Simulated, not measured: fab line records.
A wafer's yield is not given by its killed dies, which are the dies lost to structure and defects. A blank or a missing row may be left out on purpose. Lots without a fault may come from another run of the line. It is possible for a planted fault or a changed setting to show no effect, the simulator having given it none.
Split-lot study || flow berkeley cmos170 || on a route of 331 steps: 5 lots, 23 wafers read

== ON THE SPLIT ==
At UCB170_M3_PEB_13, the setting peb temp c was moved away from the recipe's 130 C on 11 of the 23 wafers read, by -2.5% to -0.8%. The other wafers ran this setting at the recipe's value.

== THE PATH FROM SPLIT TO READING: the file shows 1 step between them ==
- UCB170_M3_DEVELOP_14: develop time 45 s

== THE READING ==
cd nm (nm) at UCB170_M3_CD_MEAS_15, where the cd target is 700 nm. A value of 699.7 nm with a standard deviation of 1.4 nm is what fault-free wafers of this fab line usually give.

{"wafer": "L075.1", "tool, chamber at the split": "litho track-03, 0", "peb temp c as run, C": 130, "against the recipe": "recipe", "cd nm, nm": 699.0, "against lot-mates on the recipe": "-"}
{"wafer": "L075.2", "tool, chamber at the split": "litho track-03, 0", "peb temp c as run, C": 130, "against the recipe": "recipe", "cd nm, nm": 699.5, "against lot-mates on the recipe": "-"}
{"wafer": "L075.3", "tool, chamber at the split": "litho track-03, 0", "peb temp c as run, C": 130, "against the recipe": "recipe", "cd nm, nm": 699.7, "against lot-mates on the recipe": "-"}
{"wafer": "L075.4", "tool, chamber at the split": "litho track-03, 0", "peb temp c as run, C": 127, "against the recipe": "-2.3%", "cd nm, nm": 722.2, "against lot-mates on the recipe": "+22.8"}
{"wafer": "L075.5", "tool, chamber at the split": "litho track-03, 0", "peb temp c as run, C": 127, "against the recipe": "-2.3%", "cd nm, nm": 722.5, "against lot-mates on the recipe": "+23.1"}
{"wafer": "L078.1", "tool, chamber at the split": "litho track-03, 0", "peb temp c as run, C": 130, "against the recipe": "recipe", "cd nm, nm": 698.6, "against lot-mates on the recipe": "-"}
{"wafer": "L078.3", "tool, chamber at the split": "litho track-03, 0", "peb temp c as run, C": 130, "against the recipe": "recipe", "cd nm, nm": 697.2, "against lot-mates on the recipe": "-"}
{"wafer": "L078.6", "tool, chamber at the split": "litho track-03, 0", "peb temp c as run, C": 130, "against the recipe": "recipe", "cd nm, nm": 698.0, "against lot-mates on the recipe": "-"}
{"wafer": "L077.1", "tool, chamber at the split": "litho track-04, 0", "peb temp c as run, C": 130, "against the recipe": "recipe", "cd nm, nm": 699.7, "against lot-mates on the recipe": "-"}
{"wafer": "L077.2", "tool, chamber at the split": "litho track-04, 0", "peb temp c as run, C": 126.7, "against the recipe": "-2.5%", "cd nm, nm": 723.2, "against lot-mates on the recipe": "+23.8"}
{"wafer": "L077.4", "tool, chamber at the split": "litho track-04, 0", "peb temp c as run, C": 126.7, "against the recipe": "-2.5%", "cd nm, nm": 723.6, "against lot-mates on the recipe": "+24.1"}
{"wafer": "L077.5", "tool, chamber at the split": "litho track-04, 0", "peb temp c as run, C": 130, "against the recipe": "recipe", "cd nm, nm": 699.2, "against lot-mates on the recipe": "-"}
{"wafer": "L077.6", "tool, chamber at the split": "litho track-04, 0", "peb temp c as run, C": 126.7, "against the recipe": "-2.5%", "cd nm, nm": 723.5, "against lot-mates on the recipe": "+24.0"}
{"wafer": "L081.1", "tool, chamber at the split": "litho track-01, 0", "peb temp c as run, C": 129, "against the recipe": "-0.8%", "cd nm, nm": 707.5, "against lot-mates on the recipe": "+8.0"}
{"wafer": "L081.2", "tool, chamber at the split": "litho track-01, 0", "peb temp c as run, C": 129, "against the recipe": "-0.8%", "cd nm, nm": 706.4, "against lot-mates on the recipe": "+6.9"}
{"wafer": "L081.3", "tool, chamber at the split": "litho track-01, 0", "peb temp c as run, C": 130, "against the recipe": "recipe", "cd nm, nm": 700.4, "against lot-mates on the recipe": "-"}
{"wafer": "L081.5", "tool, chamber at the split": "litho track-01, 0", "peb temp c as run, C": 129, "against the recipe": "-0.8%", "cd nm, nm": 706.4, "against lot-mates on the recipe": "+6.9"}
{"wafer": "L081.6", "tool, chamber at the split": "litho track-01, 0", "peb temp c as run, C": 130, "against the recipe": "recipe", "cd nm, nm": 698.7, "against lot-mates on the recipe": "-"}
{"wafer": "L085.1", "tool, chamber at the split": "litho track-03, 0", "peb temp c as run, C": 128.1, "against the recipe": "-1.5%", "cd nm, nm": 712.8, "against lot-mates on the recipe": "+10.6"}
{"wafer": "L085.3", "tool, chamber at the split": "litho track-03, 0", "peb temp c as run, C": 128.1, "against the recipe": "-1.5%", "cd nm, nm": 715.7, "against lot-mates on the recipe": "+13.5"}
{"wafer": "L085.4", "tool, chamber at the split": "litho track-03, 0", "peb temp c as run, C": 128.1, "against the recipe": "-1.5%", "cd nm, nm": 715.5, "against lot-mates on the recipe": "+13.3"}
{"wafer": "L085.5", "tool, chamber at the split": "litho track-03, 0", "peb temp c as run, C": 130, "against the recipe": "recipe", "cd nm, nm": 702.0, "against lot-mates on the recipe": "-"}
{"wafer": "L085.6", "tool, chamber at the split": "litho track-03, 0", "peb temp c as run, C": 130, "against the recipe": "recipe", "cd nm, nm": 702.4, "against lot-mates on the recipe": "-"}

THE FIT
A straight line over all 23 wafers: cd nm changes by -9.67 nm for each +1% of peb temp c; r = -0.99; the points scatter about the line by 1.3 nm.
The same after taking each lot's own level away (the mean of its wafers on the recipe; 23 wafers): -9.49 nm for each +1%; r = -1.00; scatter 0.9 nm.
Per that fit: largest peb temp c move, reading shift of 24 nm.
From 697.93 to 702.20 nm: that is the span of the lots' own levels, equal to 3.0 times the standard deviation above.
The two slopes agree, so the slope changes little with the lot-to-lot level.
Check: for one of the wafers moved furthest among these (-2.5%), held out of the fit, the line's prediction against its lot-mates is +24 nm. Against them it came out at +23.8 nm.

== THESE WAFERS: OTHER SPLITS ==
Note: prior to the reading, these wafers also went through further splits. Each is held against what the fit with the lots' levels taken away leaves over:
{"other split on the same wafers": "UCB170_M2_EXPOSE_12 dose mj", "wafers away from the commonest value": 8, "r with cd nm (lot level and that fit taken away)": "+0.36"}
{"other split on the same wafers": "UCB170_M2_METAL_ETCH_18 icp w", "wafers away from the commonest value": 10, "r with cd nm (lot level and that fit taken away)": -0.01}
{"other split on the same wafers": "UCB170_M3_SPUTTER_01 time s", "wafers away from the commonest value": 5, "r with cd nm (lot level and that fit taken away)": "+0.01"}

== FILE'S OWN FIT ==
cd nm changes by -9.49 nm for each +1% of peb temp c, r = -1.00.
